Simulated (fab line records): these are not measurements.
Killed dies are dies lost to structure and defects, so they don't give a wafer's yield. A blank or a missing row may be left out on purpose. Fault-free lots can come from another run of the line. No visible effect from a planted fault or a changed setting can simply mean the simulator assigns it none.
fab line records    flow rit-cmos
record: lots: 13  wafers: 39  last-day: 7
route steps=202 shown WELLDRIVE@50 NWELL@51 PWELL@52 CONTACT@179 M1@186
lots with no fault: from the same line, run without faults
start-h: hours from the record's first day to the start of the lot's first wafer shown    wait-h: how many hours have passed since the lot's step before this one    " unchanged from the row above    L1.1+2: several wafers, shown together as one row    - no value, or no start was given    * or withheld: withheld    < > ~ a bound
route shown NAME@n: names a module that has steps shown in the file, with the first one's number in the route    usual: average and standard deviation across the fault-free wafers    same: alike in all rows    chamber/n: place in a boat    sites: per-site readings    _std_site: standard deviation across them    _edge_site: the outer-site mean with the inner-site mean subtracted    radius-mm: for every site, how far away it sits from the centre of the wafer    mask NAME#n: copy n    behind: tool/chamber where the wafer was last shaped    hold: cause of the lot's hold/its duration in hours/its outcome    device: the transistor (n, p or np) that didn't switch    end of line: tests run on the same wafers once the route is complete    a step without rows: its recipe alone    killed: count of dies lost to structure and defects at first sort (not the wafer's yield)    map: a wafer's dies, x killed, . not, _ none there
set.NAME: the run value of the setting; set.NAME@STEP: its run value at that earlier step    model.NAME: the simulator's own value behind a step, which no gauge read
route steps across a sampled set of lots; one table per step, one row per wafer
services: a tool's chamber out of use, with start hour (start-h, from the record's first day; less than 0 if before it), hours out, and reason
== steps ==
step: RIT_WELLDRIVE_ANNEAL_00
recipe: temp-c: 1100  time-s: 14700  ambient: N2
usual: run-length-s: 18267/6.2  tube-center-temp-C: 1100/0.093  zone-power-load-pct: 38/4.4
lot.wafer  tool        chamber  start-h  wait-h  run-length-s  tube-center-temp-C  zone-power-load-pct
L711.1     furnace-01  0        25.29    1.1     18266         1100                35
L711.4     "           0        "        "       18266         1100.1              35
L711.6     "           0        "        "       18266         1100.1              35
L712.1     furnace-03  0        30.26    0.6     18267         1100                36
L712.3     "           0        "        "       18267         1099.8              37
L712.4     "           0        "        "       18267         1100                37
L713.2     furnace-01  0        32.92    0.1     18279         1100                35
L713.4     "           0        "        "       18279         1099.8              34
L713.6     "           0        "        "       18279         1100.1              34
L717.1     furnace-01  0        57.05    1.2     9442          1100.2              35
L717.2     "           0        "        "       9442          1099.9              35
L717.6     "           0        "        "       9442          1099.9              34
L719.2     furnace-01  0        64.53    1.3     9451          1099.9              35
L719.3     "           0        "        "       9451          1099.9              35
L719.6     "           0        "        "       9451          1100.1              35
L724.3     furnace-03  0        90.27    0.1     18261         1099.9              37
L724.4     "           0        "        "       18261         1100                37
L724.5     "           0        "        "       18261         1099.8              36
L725.3     furnace-03  0        95.36    0.7     18271         1099.9              36
L725.5     "           0        "        "       18271         1100                37
L725.6     "           0        "        "       18271         1100.1              36
L726.1     furnace-04  0        99.14    0.1     18266         1099.9              45
L726.5     "           0        "        "       18266         1100                46
L726.6     "           0        "        "       18266         1100.1              46
L728.1     furnace-04  0        108.92   0.6     18282         1100                46
L728.2     "           0        "        "       18282         1100                46
L728.6     "           0        "        "       18282         1100                46
L731.1     furnace-04  0        125.49   0.1     18277         1100                45
L731.5     "           0        "        "       18277         1100                45
L731.6     "           0        "        "       18277         1100                45
L732.2     furnace-03  0        128.56   0.0     18270         1100                36
L732.3     "           0        "        "       18270         1100                37
L732.4     "           0        "        "       18270         1100                36
L733.2     furnace-04  0        134.25   0.6     18267         1100                45
L733.4     "           0        "        "       18267         1100.1              46
L733.5     "           0        "        "       18267         1099.9              45
L734.3     furnace-03  0        142.47   1.1     18260         1100.1              36
L734.4     "           0        "        "       18260         1100.1              37
L734.5     "           0        "        "       18260         1099.8              36
step: RIT_WELLDRIVE_RS_MEAS_01
recipe: thk-meas-gauge: four-point-probe
usual: NWELL_RS: 275.4/0.82
lot.wafer  tool           chamber  start-h  wait-h  NWELL_RS[ohm/sq]
L711.1     film-metro-01  -        30.37    0.0     273.7
L711.4     "              -        "        "       275.9
L711.6     "              -        "        "       274.5
L712.1     film-metro-02  -        35.34    0.0     273.3
L712.3     "              -        "        "       273.7
L712.4     "              -        "        "       274.5
L713.2     film-metro-02  -        38.03    0.0     275.2
L713.4     "              -        "        "       274.8
L713.6     "              -        "        "       276.1
L717.1     film-metro-01  -        62.14    2.5     321.1
L717.2     "              -        "        "       321.3
L717.6     "              -        "        "       321.4
L719.2     film-metro-02  -        69.63    2.5     321.3
L719.3     "              -        "        "       320.4
L719.6     "              -        "        "       321.8
L724.3     film-metro-01  -        95.40    0.0     274.7
L724.4     "              -        "        "       275.1
L724.5     "              -        "        "       275.8
L725.3     film-metro-04  -        100.48   0.0     274.8
L725.5     "              -        "        "       275.7
L725.6     "              -        "        "       275.4
L726.1     film-metro-02  -        104.22   0.0     275.2
L726.5     "              -        "        "       275.7
L726.6     "              -        "        "       276.3
L728.1     film-metro-01  -        114.01   0.0     274.5
L728.2     "              -        "        "       275.1
L728.6     "              -        "        "       275.1
L731.1     film-metro-02  -        130.57   0.0     276.4
L731.5     "              -        "        "       276.1
L731.6     "              -        "        "       275.3
L732.2     film-metro-04  -        133.66   0.0     275.4
L732.3     "              -        "        "       275.9
L732.4     "              -        "        "       274.5
L733.2     film-metro-02  -        139.35   0.0     275.2
L733.4     "              -        "        "       275.1
L733.5     "              -        "        "       275.2
L734.3     film-metro-01  -        147.59   0.0     275.5
L734.4     "              -        "        "       275.2
L734.5     "              -        "        "       275.3
step: RIT_WELLDRIVE_RS_MEAS_02
recipe: thk-meas-gauge: four-point-probe
usual: PWELL_RS: 429.1/1.3
lot.wafer  tool           chamber  start-h  wait-h  PWELL_RS[ohm/sq]
L711.1     film-metro-01  -        30.49    0.1     428.4
L711.4     "              -        "        "       428.2
L711.6     "              -        "        "       428.1
L712.1     film-metro-02  -        35.46    0.1     430.0
L712.3     "              -        "        "       429.2
L712.4     "              -        "        "       429.3
L713.2     film-metro-02  -        38.15    0.1     428.3
L713.4     "              -        "        "       428.1
L713.6     "              -        "        "       428.8
L717.1     film-metro-01  -        62.26    0.1     475.4
L717.2     "              -        "        "       476.3
L717.6     "              -        "        "       477.4
L719.2     film-metro-02  -        69.75    0.1     473.5
L719.3     "              -        "        "       473.9
L719.6     "              -        "        "       474.9
L724.3     film-metro-01  -        95.52    0.1     428.0
L724.4     "              -        "        "       429.1
L724.5     "              -        "        "       428.6
L725.3     film-metro-04  -        100.60   0.1     429.2
L725.5     "              -        "        "       428.8
L725.6     "              -        "        "       428.8
L726.1     film-metro-02  -        104.34   0.1     430.1
L726.5     "              -        "        "       428.5
L726.6     "              -        "        "       428.1
L728.1     film-metro-01  -        114.13   0.1     431.3
L728.2     "              -        "        "       429.6
L728.6     "              -        "        "       430.8
L731.1     film-metro-02  -        130.69   0.1     428.3
L731.5     "              -        "        "       427.3
L731.6     "              -        "        "       428.5
L732.2     film-metro-04  -        133.78   0.1     429.4
L732.3     "              -        "        "       428.9
L732.4     "              -        "        "       429.5
L733.2     film-metro-02  -        139.47   0.1     429.4
L733.4     "              -        "        "       429.9
L733.5     "              -        "        "       430.3
L734.3     film-metro-01  -        147.71   0.1     430.2
L734.4     "              -        "        "       430.0
L734.5     "              -        "        "       431.2
step: RIT_CONTACT_ETCH_11
recipe: target-depth-a: 4800  over-etch-frac: 0.2  stop-on: TiSi2  chemistry: CHF3/CF4/Ar  target: SiO2  CHF3_flow_sccm: 50  cf4-flow-sccm: 10  Ar_flow_sccm: 100  O2_flow_sccm: 5  pressure-mtorr: 100  rf-w: 200  time-s: 320
usual: drypump-motor-current-A: 5.7/0.45  oes-product-au: 0.994/0.016  throttle-valve-pct: 8.90/0.14
same: time-s: 320
lot.wafer  tool         chamber  start-h  wait-h  drypump-motor-current-A  oes-product-au  rf-hours-counter-h  throttle-valve-pct
L711.1     rie-diel-04  1        55.79    0.1     5.7                      0.998           4                   8.94
L711.4     "            0        "        "       5.9                      1.001           124                 8.95
L711.6     "            2        "        "       5.5                      0.976           -                   8.89
L712.1     rie-diel-02  3        58.57    0.1     5.3                      1.018           132                 9.03
L712.3     "            1        "        "       5.2                      0.975           66                  8.74
L712.4     "            0        "        "       6.3                      1.011           4                   9.18
L713.2     rie-diel-04  2        63.52    0.1     5.5                      0.978           1                   8.91
L713.4     "            3        "        "       6.4                      1.011           18                  9.02
L713.6     "            0        "        "       5.9                      1.002           -                   8.95
L717.1     rie-diel-04  3        86.08    0.1     6.4                      1.005           18                  9.01
L717.2     "            1        "        "       5.7                      0.994           4                   8.93
L717.6     "            3        "        "       6.5                      1.010           -                   9.01
L719.2     rie-diel-04  2        94.44    0.1     5.5                      0.979           2                   8.89
L719.3     "            0        "        "       5.9                      1.002           125                 8.95
L719.6     "            3        "        "       6.5                      1.013           -                   9.01
L724.3     rie-diel-04  2        120.86   0.1     5.5                      0.976           2                   8.89
L724.4     "            3        "        "       6.5                      1.000           19                  8.99
L724.5     "            0        "        "       5.9                      0.998           -                   8.94
L725.3     rie-diel-02  2        124.89   0.1     6.2                      1.002           15                  8.88
L725.5     "            1        "        "       5.2                      0.982           -                   8.74
L725.6     "            0        "        "       6.3                      1.017           -                   9.17
L726.1     rie-diel-04  0        127.77   0.1     5.9                      1.003           125                 8.96
L726.5     "            3        "        "       6.5                      1.010           -                   9.00
L726.6     "            0        "        "       5.9                      1.009           -                   8.94
L728.1     rie-diel-02  0        138.32   0.1     6.2                      1.011           5                   9.18
L728.2     "            1        "        "       5.2                      0.976           67                  8.72
L728.6     "            3        "        "       5.3                      1.017           -                   9.04
L731.1     rie-diel-01  1        157.84   0.1     5.3                      0.996           74                  8.78
L731.5     "            1        "        "       5.3                      1.003           -                   8.78
L731.6     "            2        "        "       5.3                      0.980           -                   8.84
L732.2     rie-diel-04  3        159.26   0.1     6.5                      1.008           20                  9.01
L732.3     "            1        "        "       5.6                      0.998           6                   8.93
L732.4     "            2        "        "       5.5                      0.968           3                   8.90
L733.2     rie-diel-01  2        164.44   0.1     5.3                      0.990           115                 8.84
L733.4     "            1        "        "       5.3                      0.995           74                  8.79
L733.5     "            2        "        "       5.2                      0.985           -                   8.82
L734.3     rie-diel-02  3        172.89   0.1     5.3                      1.014           134                 9.05
L734.4     "            0        "        "       6.3                      1.013           6                   9.18
L734.5     "            3        "        "       5.3                      1.026           -                   9.04
step: RIT_M1_THK_MEAS_02
recipe: thk-meas-gauge: xrf  reads: Al_of_M1_SPUTTER_00
usual: M1_AL_THK: 416/4.5
lot.wafer  tool           chamber  start-h  wait-h  M1_AL_THK[nm]
L711.1     film-metro-02  -        57.06    0.1     420
L711.4     "              -        "        "       417
L711.6     "              -        "        "       413
L712.1     film-metro-03  -        59.83    0.1     417
L712.3     "              -        "        "       412
L712.4     "              -        "        "       414
L713.2     film-metro-04  -        64.96    0.1     421
L713.4     "              -        "        "       421
L713.6     "              -        "        "       415
L717.1     film-metro-02  -        87.34    0.1     417
L717.2     "              -        "        "       417
L717.6     "              -        "        "       423
L719.2     film-metro-03  -        95.72    0.1     413
L719.3     "              -        "        "       413
L719.6     "              -        "        "       413
L724.3     film-metro-02  -        122.15   0.1     415
L724.4     "              -        "        "       416
L724.5     "              -        "        "       413
L725.3     film-metro-03  -        126.18   0.1     420
L725.5     "              -        "        "       418
L725.6     "              -        "        "       423
L726.1     film-metro-04  -        129.08   0.1     422
L726.5     "              -        "        "       421
L726.6     "              -        "        "       419
L728.1     film-metro-03  -        139.59   0.1     417
L728.2     "              -        "        "       418
L728.6     "              -        "        "       414
L731.1     film-metro-03  -        159.28   0.1     420
L731.5     "              -        "        "       410
L731.6     "              -        "        "       417
L732.2     film-metro-03  -        160.75   0.1     417
L732.3     "              -        "        "       410
L732.4     "              -        "        "       414
L733.2     film-metro-02  -        165.72   0.1     424
L733.4     "              -        "        "       422
L733.5     "              -        "        "       417
L734.3     film-metro-02  -        174.16   0.1     414
L734.4     "              -        "        "       417
L734.5     "              -        "        "       409
step: RIT_M1_STRIP_14
recipe: chemistry: O2  time-s: 180  platen-temp-c: withheld  power-w: 500  pressure-mtorr: 4000  o2-flow-sccm: 4000
usual: drypump-motor-current-A: 5.6/0.41
same: time-s: 180
lot.wafer  tool             chamber  start-h  wait-h  drypump-motor-current-A  rf-hours-counter-h
L711.1     plasma-asher-01  0        58.90    0.0     5.4                      43
L711.4     "                0        "        "       5.4                      -
L711.6     "                0        "        "       5.4                      -
L712.1     plasma-asher-02  0        61.65    0.0     5.9                      41
L712.3     "                1        "        "       6.0                      -
L712.4     "                0        "        "       5.9                      -
L713.2     plasma-asher-01  0        66.94    0.0     5.4                      44
L713.4     "                1        "        "       4.8                      -
L713.6     "                1        "        "       4.8                      -
L717.1     plasma-asher-04  0        89.15    0.0     5.6                      24
L717.2     "                1        "        "       5.5                      24
L717.6     "                0        "        "       5.5                      -
L719.2     plasma-asher-01  1        97.54    0.0     4.8                      48
L719.3     "                1        "        "       4.8                      -
L719.6     "                1        "        "       4.8                      -
L724.3     plasma-asher-02  1        124.09   0.1     6.0                      -
L724.4     "                0        "        "       5.9                      -
L724.5     "                0        "        "       5.9                      -
L725.3     plasma-asher-02  0        128.33   0.1     5.9                      -
L725.5     "                0        "        "       5.9                      -
L725.6     "                1        "        "       6.0                      -
L726.1     plasma-asher-01  0        130.90   0.0     5.4                      52
L726.5     "                1        "        "       4.8                      -
L726.6     "                0        "        "       5.4                      -
L728.1     plasma-asher-02  0        141.62   0.0     5.9                      2
L728.2     "                1        "        "       6.0                      2
L728.6     "                0        "        "       5.9                      -
L731.1     plasma-asher-02  1        161.08   0.0     6.0                      4
L731.5     "                1        "        "       6.0                      -
L731.6     "                0        "        "       5.9                      -
L732.2     plasma-asher-02  1        162.46   0.0     6.0                      4
L732.3     "                0        "        "       5.9                      -
L732.4     "                1        "        "       6.0                      -
L733.2     plasma-asher-04  1        167.39   0.0     5.5                      33
L733.4     "                0        "        "       5.6                      -
L733.5     "                0        "        "       5.6                      -
L734.3     plasma-asher-04  1        175.97   0.1     5.5                      -
L734.4     "                0        "        "       5.5                      -
L734.5     "                0        "        "       5.5                      -
step: RIT_M1_PROBE_99
usual: killed-at-contacts: 0.0/0.2  killed-at-front-end: 6.6/2.9  killed-dies: 6.6/3  killed-open: 3.4/2  killed-short: 3.2/2
same: gross-dies: 264  killed_at_M0_to_M3: 0  killed_at_M4_up: 0  killed-at-back-side: 0  killed-at-other: 0
lot.wafer  tool       chamber  start-h  wait-h  killed-at-contacts  killed-at-front-end  killed-dies  killed-open  killed-short
L712.1     prober-02  -        63.57    0.1     0                   9                    9            8            1
L712.3     prober-02  -        63.67    0.2     0                   8                    8            3            5
L712.4     prober-02  -        63.72    0.2     1                   11                   12           7            5
L717.1     prober-02  -        91.06    0.1     1                   6                    7            2            5
L717.2     prober-02  -        91.11    0.1     0                   4                    4            1            3
L717.6     prober-02  -        91.31    0.2     0                   5                    5            3            2
L719.2     prober-02  -        99.50    0.1     0                   6                    6            4            2
L719.3     prober-02  -        99.55    0.2     0                   5                    5            3            2
L719.6     prober-02  -        99.70    0.2     0                   8                    8            3            5
L732.2     prober-01  -        164.54   0.1     0                   7                    7            3            4
L732.3     prober-01  -        164.59   0.2     0                   8                    8            6            2
L732.4     prober-01  -        164.64   0.2     0                   6                    6            4            2
killed by level:class
L712.1 GATE:geometric-particle:open=3 SPACER:geometric-particle:open=3 FOX2:geometric-particle:open=1 GATE:geometric-particle:short=1 REOX:geometric-particle:open=1
L712.3 GATE:geometric-particle:short=3 GATE:geometric-particle:open=2 ACTIVE:geometric-particle:short=1 FOX1:geometric-particle:short=1 FOX2:geometric-particle:open=1
L712.4 REOX:geometric-particle:open=3 FOX1:geometric-particle:short=2 FOX2:geometric-particle:open=1 FOX2:geometric-particle:short=1 GATE:geometric-particle:short=1 GATE:geometric-particle:open=1 SPACER:geometric-particle:open=1 SILICIDE:geometric-particle:open=1
L717.1 GATE:geometric-particle:short=3 GATE:geometric-particle:open=1 SPACER:geometric-particle:short=1 SILICIDE:geometric-particle:short=1 CONTACT:geometric-particle:open=1
L717.2 GATE:geometric-particle:short=2 FOX1:geometric-particle:short=1 GATE:geometric-particle:open=1
L717.6 FOX1:geometric-particle:open=1 GATE:geometric-particle:open=1 GATE:geometric-particle:short=1 SILICIDE:geometric-particle:short=1 SILICIDE:geometric-particle:open=1
L719.2 GATE:geometric-particle:open=2 FOX2:geometric-particle:open=1 GATE:geometric-particle:short=1 SPACER:geometric-particle:open=1 SILICIDE:geometric-particle:short=1
L719.3 GATE:geometric-particle:open=3 GATE:geometric-particle:short=1 REOX:geometric-particle:short=1
L719.6 FOX1:geometric-particle:short=2 FOX2:geometric-particle:open=1 FOX2:geometric-particle:short=1 GATE:geometric-particle:short=1 GATE:geometric-particle:open=1 SILICIDE:geometric-particle:open=1 SILICIDE:geometric-particle:short=1
L732.2 GATE:geometric-particle:short=3 GATE:geometric-particle:open=2 FOX1:geometric-particle:open=1 REOX:geometric-particle:short=1
L732.3 FOX1:geometric-particle:open=2 GATE:geometric-particle:short=2 GATE:geometric-particle:open=2 REOX:geometric-particle:open=2
L732.4 REOX:geometric-particle:short=2 SPACER:geometric-particle:open=2 FOX1:geometric-particle:open=1 GATE:geometric-particle:open=1
== services ==
tool             chamber  start-h  hours  kind
rie-diel-04      3        14.88    6.9    repair
rie-diel-01      0        15.36    13.3   repair
rie-diel-04      -        19.45    2.5    repair
rie-diel-01      2        26.16    9.3    repair
furnace-03       -        27.62    2.6    pm
rie-diel-01      -        29.30    2.1    repair
plasma-asher-04  -        33.20    1.2    repair
rie-diel-01      -        37.07    14.6   pm
plasma-asher-02  -        43.47    2.2    repair
rie-diel-04      -        46.44    2.8    pm
furnace-04       -        63.59    3.1    pm
plasma-asher-04  -        69.16    10.0   pm
plasma-asher-01  -        90.33    1.3    repair
rie-diel-01      1        91.97    6.0    repair
plasma-asher-04  -        95.39    2.0    repair
rie-diel-01      0        99.73    3.7    repair
rie-diel-01      -        108.20   0.7    repair
plasma-asher-02  -        108.75   9.0    pm
rie-diel-01      1        123.27   3.6    repair
rie-diel-02      -        128.31   1.4    repair
rie-diel-02      2        131.29   5.3    repair
plasma-asher-02  -        135.05   4.4    repair
furnace-01       -        138.60   3.9    pm
furnace-03       -        164.88   4.3    repair
== key ==
first-sign: step: RIT_WELLDRIVE_ANNEAL_00  reading: run-length-s  direction: down  sigmas: 99+  usual: *  struck: *
effect: step: RIT_WELLDRIVE_RS_MEAS_01  reading: NWELL_RS  direction: up  sigmas: 56  usual: 275.4  struck: 321.2
effect: step: RIT_WELLDRIVE_RS_MEAS_02  reading: PWELL_RS  direction: up  sigmas: 37  usual: 429.1  struck: 475.2
met-at RIT_WELLDRIVE_ANNEAL_00
struck-lots L717,L719
tester-left-out L717,L719
not-acting-at RIT_CONTACT_ETCH_11,RIT_M1_THK_MEAS_02,RIT_M1_STRIP_14
onset-between 32.92 57.05
fault: kind: process-parameter-drift  tool: furnace-01  chamber: -  onset-h: 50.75  steps: RIT_WELLDRIVE_ANNEAL_00  channel: time-s  offset: *  shape: step  end-h: 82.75  acts-in: *  stated: *
tester-left-out: of these lots the tester's yield and bins aren't shown, on N5 and GAA mostly nor the transistor test; their killed dies are dies lost to structure and defects alone, not to doping, threshold or leakage, so they don't give the yield
